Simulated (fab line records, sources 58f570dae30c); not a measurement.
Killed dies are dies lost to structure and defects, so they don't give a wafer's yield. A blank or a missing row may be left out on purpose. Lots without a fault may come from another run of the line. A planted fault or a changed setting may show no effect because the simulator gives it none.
Chamber matching | flow berkeley_cmos170 | UCB170_ZERO_ETCH_06 on rie_diel-01: 4 sister chambers
The step etches SiO2 in CHF3/CF4/Ar, time 12 s. 4 wafers are shown with their chamber, then 8 later ones without.

WAFERS WITH THEIR CHAMBER
wafer  | chamber | throttle_valve_pct (%)
L467.4 | 1       | 9.26
L468.4 | 2       | 9.22
L468.5 | 3       | 9.00
L470.2 | 0       | 9.28

WAFERS WITHOUT THEIR CHAMBER
wafer  | throttle_valve_pct (%)
L470.4 | 9.23
L470.5 | 9.26
L480.2 | 9.27
L480.4 | 9.27
L480.5 | 9.20
L484.1 | 9.22
L484.2 | 9.27
L484.6 | 9.25

WHICH CHAMBER EACH WENT THROUGH
wafer  | from the rows above          | in truth
L470.4 | can't be placed: 2 or 1      | 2
L470.5 | can't be placed: 1 or 0      | 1
L480.2 | can't be placed: 0 or 1      | 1
L480.4 | can't be placed: 0 or 1      | 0
L480.5 | 2                            | 2
L484.1 | 2                            | 2
L484.2 | can't be placed: 0 or 1      | 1
L484.6 | can't be placed: 1 or 0 or 2 | 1
Placed correctly: 2 of 8. Can't be placed from these rows: 6 (the true chamber is among the candidates in 6). Placed wrongly: 0.
How it was worked out, from the rows above alone: a wafer's distance from a chamber is the root of the sum, over the readings, of the square of ((its reading less the chamber's mean) divided by the reading's scatter). The wafer belongs to the nearest chamber; if the next one is less than 2 further off, it can't be placed. A chamber's mean is the mean of its shown wafers. The scatter: with one shown wafer a chamber, the root of the mean of the squares of how far each hidden wafer lies from its nearest shown one.
